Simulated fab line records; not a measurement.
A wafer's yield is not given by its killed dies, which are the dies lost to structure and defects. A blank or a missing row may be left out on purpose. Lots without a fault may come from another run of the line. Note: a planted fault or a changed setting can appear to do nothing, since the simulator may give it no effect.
2 desks looking at one fault    flow rit_cmos    numbers are kept per desk, each desk with only its own; the story behind them comes last

== AT THE METROLOGY DESK ==
What the gauges read for every lot (on any tool): the sampled wafers with a number, averaged. The brackets show how far a lot's mean lies from the usual mean; more than 4 standard deviations puts the lot out of limits, marked OUT.
Columns: A = M1_AL_RS at RIT_M1_RS_MEAS_01, usual 0.0735 ohm/sq; B = M1_AL_THK at RIT_M1_THK_MEAS_02, usual 400 nm; C = cd_nm at RIT_M1_CD_MEAS_09, usual 2600.6 nm; D = M1_OVL at RIT_M1_OVL_MEAS_10, usual -0.7 nm; E = cd_nm at RIT_M1_CD_MEAS_90, usual 2600 nm; F = M1_BOW at RIT_M1_BOW_MEAS_16, usual 17 um
lot   first seen here  A       B    C       D     E     F
L461  day 5 09:58      0.0732  398  2601.1  -0.1  2598  20
L462  day 5 17:13      0.0734  397  2596.6  -0.7  2598  20
L469  day 7 05:07      0.0730  398  2602.0  -0.3  2603  15
L470  day 7 07:42      0.0743  391  2600.9  0.3   2602  17
L472  day 7 20:24      0.0740  392  2601.8  -1.1  2600  12
L474  day 8 05:25      0.0742  399  2598.0  -1.0  2598  22
This desk found nothing out of limits on any of the 6 lots.

== THE TOOL OWNER'S DESK: rie_metal-04 ==
The tool's own readings at RIT_M1_METAL_ETCH_12 (etches Al in Cl2/BCl3, stops on SiO2, time 165 s, target depth 600 nm): means of the sampled wafers that have a number, for each lot that ran on this tool. The brackets show how far a lot's mean lies from the usual mean; more than 4 standard deviations puts the lot out of limits, marked OUT.
Columns: A = drypump_motor_current_A at RIT_M1_METAL_ETCH_12, usual 6.1 A; B = mfc_cl2_sccm at RIT_M1_METAL_ETCH_12, usual 60.00 sccm; C = oes_product_au at RIT_M1_METAL_ETCH_12, usual 0.775 a.u.; D = rf_fwd_power_W at RIT_M1_METAL_ETCH_12, usual 248.9 W; E = throttle_valve_pct at RIT_M1_METAL_ETCH_12, usual 8.25 %
lot   first seen here  A    B      C      D      E
L461  day 5 11:26      6.2  60.17  0.794  248.9  8.25
L470  day 7 09:17      6.3  59.59  0.784  249.6  8.22
L472  day 7 22:05      6.2  60.09  0.788  247.7  8.22
This desk found nothing out of limits on any of the 3 lots.

== BROUGHT TOGETHER ==
The metrology desk saw nothing out of limits.
Nothing out of limits was seen by the tool owner's desk.

== WHAT WAS PUT IN BY THE SIMULATOR ==
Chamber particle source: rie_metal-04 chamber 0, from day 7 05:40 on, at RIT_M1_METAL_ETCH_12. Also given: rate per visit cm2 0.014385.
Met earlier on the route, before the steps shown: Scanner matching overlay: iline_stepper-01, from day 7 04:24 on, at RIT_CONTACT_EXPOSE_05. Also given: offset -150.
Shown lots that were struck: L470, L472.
